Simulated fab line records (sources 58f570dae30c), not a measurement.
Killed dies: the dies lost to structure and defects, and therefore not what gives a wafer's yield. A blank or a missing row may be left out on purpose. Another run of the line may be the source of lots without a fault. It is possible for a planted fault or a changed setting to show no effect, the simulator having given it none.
Which tool is to blame? -- flow berkeley_cmos170 -- 14 lots with 42 wafers sampled at 3 steps, on a route of 331 steps

WHAT THE GAUGES SHOWED, per wafer
UCB170_START_THK_MEAS_03. Usual: START_OXIDE_THK gives 20.1 nm (standard deviation 0.42).
lot,measured,on,START_OXIDE_THK (nm),flag
L949,day 1 15:32,film_metro-03,20.4 20.5 20.5,
L950,day 1 17:38,film_metro-01,19.4 19.5 19.3,
L952,day 2 04:28,film_metro-03,20.9 20.7 21.2,
L953,day 2 09:59,film_metro-01,20.0 20.1 19.5,
L954,day 2 15:11,film_metro-03,20.3 20.0 20.3,
L955,day 2 19:29,film_metro-04,20.5 20.7 20.6,
L956,day 3 00:50,film_metro-03,20.4 20.1 20.2,
L957,day 3 06:35,film_metro-01,20.0 19.5 19.7,
L958,day 3 12:26,film_metro-04,19.9 19.8 20.0,
L960,day 3 23:11,film_metro-03,17.6 17.4 17.2,OFF
L962,day 4 07:11,film_metro-01,17.9 17.7 17.8,OFF
L966,day 5 02:07,film_metro-04,20.5 20.2 20.1,
L971,day 6 04:53,film_metro-04,19.9 20.2 19.8,
L972,day 6 09:41,film_metro-04,19.7 19.8 19.8,

UCB170_ACTIVE_CD_MEAS_13 targets a cd of 1200 nm. Usual: cd_nm 1199.6 nm, standard deviation 1.4.
lot,measured,on,cd_nm (nm),flag
L949,day 4 03:55,cd_sem-02,1198.3 1199.1 1199.3,
L950,day 4 04:12,cd_sem-01,1200.1 1201.2 1199.6,
L952,day 4 18:35,cd_sem-01,1198.7 1199.8 1199.5,
L953,day 4 18:58,cd_sem-01,1200.3 1200.2 1200.4,
L954,day 5 05:40,cd_sem-02,1201.1 1200.8 1200.8,
L955,day 5 09:45,cd_sem-01,1200.1 1200.0 1201.2,
L956,day 5 15:49,cd_sem-02,1201.1 1199.4 1200.8,
L957,day 5 21:38,cd_sem-01,1196.9 1197.9 1197.7,
L958,day 6 04:18,cd_sem-01,1200.6 1200.2 1201.4,
L960,day 6 13:48,cd_sem-01,1199.6 1199.5 1198.9,
L962,day 6 21:25,cd_sem-02,1197.0 1197.3 1196.9,
L966,day 7 14:38,cd_sem-01,1197.5 1197.2 1198.2,
L971,day 8 21:36,cd_sem-02,1200.9 1200.3 1199.7,
L972,day 9 00:04,cd_sem-01,1200.9 1200.1 1200.3,

WHAT TOOL EACH LOT RAN ON (gives the tool, then ch and the chambers of the sampled wafers, and finally the start)
lot,UCB170_START_OXIDATION_02
L949,"furnace-01 ch 0, day 1 14:02"
L950,"furnace-02 ch 0, day 1 16:07"
L952,"furnace-03 ch 0, day 2 02:58"
L953,"furnace-02 ch 0, day 2 08:29"
L954,"furnace-01 ch 0, day 2 13:41"
L955,"furnace-03 ch 0, day 2 17:59"
L956,"furnace-02 ch 0, day 2 23:20"
L957,"furnace-03 ch 0, day 3 05:05"
L958,"furnace-03 ch 0, day 3 10:56"
L960,"furnace-03 ch 0, day 3 21:41"
L962,"furnace-03 ch 0, day 4 05:41"
L966,"furnace-02 ch 0, day 5 00:37"
L971,"furnace-02 ch 0, day 6 03:23"
L972,"furnace-01 ch 0, day 6 08:10"
- UCB170_START_OXIDATION_02: target thk 20 nm, ox time 1800 s.

WHAT THE TOOLS THEMSELVES READ (means of the sampled wafers that have a number; where no wafer has one, the mark that the record gives instead)
UCB170_START_OXIDATION_02. Usual: zone_power_centre_pct 45.2 %, standard deviation 1.5.
lot,tool,zone_power_centre_pct (%),flag
L949,furnace-01,47.7,
L950,furnace-02,43.4,
L952,furnace-03,45.7,
L953,furnace-02,43.3,
L954,furnace-01,47.2,
L955,furnace-03,45.5,
L956,furnace-02,43.1,
L957,furnace-03,45.6,
L958,furnace-03,45.4,
L960,furnace-03,45.7,
L962,furnace-03,45.6,
L966,furnace-02,43.7,
L971,furnace-02,43.5,
L972,furnace-01,47.0,

THE ANSWER, worked out from the rows above alone
Rule: a lot counts as off when the mean over its wafers that have a number is more than 3 standard deviations away from the usual mean. Also off: a lot with no number at a reading for which 4 or more lots have one. All remaining lots with rows at the step are treated as sound. Order of review: gauges by route order, followed by the tools' own readings, for which a lot's mean as printed above is used. At the first step where some lot is off, the reading lying furthest off is the one used; lots without a number count as furthest.
Off: at UCB170_START_THK_MEAS_03 (START_OXIDE_THK), L960, L962.
A tool fits if, at a process step before that reading, it ran every lot that is off, and no sound lot after the first of them. Those tools and the gauges at UCB170_START_THK_MEAS_03 are tried in the same way. One fits: furnace-03 at UCB170_START_OXIDATION_02. A fault onset in the window from L958 (day 3 10:56, its last sound lot) to L960 (day 3 21:41, its first lot off) fits.

WHAT THE SIMULATOR HAD INSERTED
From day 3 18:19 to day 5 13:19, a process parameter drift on furnace-03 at UCB170_START_OXIDATION_02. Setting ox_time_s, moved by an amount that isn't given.
Lots struck among those shown: L960, L962. Same finding as the rule above.
